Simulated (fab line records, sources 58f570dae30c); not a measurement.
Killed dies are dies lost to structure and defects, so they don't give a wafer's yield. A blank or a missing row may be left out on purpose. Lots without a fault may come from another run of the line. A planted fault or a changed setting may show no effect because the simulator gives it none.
One fault seen from 2 desks | flow berkeley_cmos170 | each desk has only its own numbers; what lay behind them comes last

THE METROLOGY DESK
What the gauges read, lot by lot, whatever tool the lot ran on: means of the sampled wafers that have a number. A lot is out of limits, marked OUT, if its mean lies more than 4 standard deviations from the usual mean; the brackets give that distance.
Columns: A = PLDD_RS at UCB170_SDANNEAL_RS_MEAS_04, usual 1031.6 ohm/sq; B = cd_nm at UCB170_M1_CD_MEAS_90, usual 700.3 nm; C = V1_TEOS_THK at UCB170_V1_THK_MEAS_01, usual 2005 nm; D = V1_BOW at UCB170_V1_BOW_MEAS_03, usual 19 um
lot  | first seen here | A      | B                | C    | D
L595 | day 7 14:03     | 1028.8 | 701.4            | 2001 | 17
L596 | day 7 14:36     | 1033.8 | 701.8            | 2001 | 13
L597 | day 7 14:44     | 1032.3 | 695.9            | 1996 | 10
L599 | day 8 14:49     | 1032.0 | 701.6            | 1990 | 13
L601 | day 8 15:06     | 1031.6 | 699.1            | 1965 | 27
L600 | day 8 15:40     | 1034.4 | 698.5            | 2054 | 23
L602 | day 9 10:29     | 1033.1 | 701.4            | 2012 | 18
L605 | day 9 14:03     | 1034.5 | 701.3            | 2008 | 18
L606 | day 10 07:55    | 1033.2 | 703.3            | 2015 | 24
L607 | day 10 07:55    | 1033.8 | 700.2            | 2012 | 13
L608 | day 10 08:04    | 1030.1 | 701.1            | 1987 | 27
L614 | day 11 21:22    | 1030.0 | 689.0 (-5.2) OUT | 2021 | 18
L616 | day 13 00:38    | 1031.4 | 690.6 (-4.4) OUT | 1993 | 15
L618 | day 13 00:38    | 1030.9 | 703.1            | 2014 | 18
This desk's finding: out of limits on L614, L616; first on L614, day 12 13:01 (cd_nm at UCB170_M1_CD_MEAS_90). In limits: L595, L596, L597, L599, L601, L600, L602, L605, L606, L607, L608, L618.

THE TOOL OWNER'S DESK: rie_metal-02
The tool's own readings at UCB170_M1_METAL_ETCH_12 (etches Al in Cl2/BCl3, stops on PSG, target depth 780 nm, time 130 s): means of the sampled wafers that have a number, for each lot that ran on this tool. A lot is out of limits, marked OUT, if its mean lies more than 4 standard deviations from the usual mean; the brackets give that distance.
Columns: A = drypump_motor_current_A at UCB170_M1_METAL_ETCH_12, usual 5.7 A; B = oes_product_au at UCB170_M1_METAL_ETCH_12, usual 0.851 a.u.; C = throttle_valve_pct at UCB170_M1_METAL_ETCH_12, usual 24.27 %
lot  | first seen here | A   | B                | C
L600 | day 9 00:03     | 5.7 | 0.832            | 24.45
L602 | day 9 17:22     | 5.6 | 0.829            | 24.52
L605 | day 9 22:26     | 5.8 | 0.842            | 24.37
L607 | day 10 14:20    | 5.8 | 0.844            | 24.38
L614 | day 12 12:44    | 5.8 | 0.715 (-9.0) OUT | 24.43
L616 | day 13 15:29    | 5.9 | 0.734 (-7.8) OUT | 24.35
This desk's finding: out of limits on L614, L616; first on L614, day 12 12:44 (oes_product_au at UCB170_M1_METAL_ETCH_12). In limits: L600, L602, L605, L607.

PUT TOGETHER
The tool owner's desk could have raised an alarm at day 12 12:44, on L614, L616.
The metrology desk could have raised an alarm at day 12 13:01, on L614, L616.
Of the lots named, all ran UCB170_M1_METAL_ETCH_12 on rie_metal-02.

WHAT THE SIMULATOR HAD PUT IN
Process parameter drift: rie_metal-02, from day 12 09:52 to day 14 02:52, at UCB170_M1_METAL_ETCH_12. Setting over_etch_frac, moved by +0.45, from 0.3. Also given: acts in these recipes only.
Lots struck among those shown: L614, L616.
Hours from the fault's start to each desk's first reading out of limits: the tool owner's desk, 3; the metrology desk, 3.
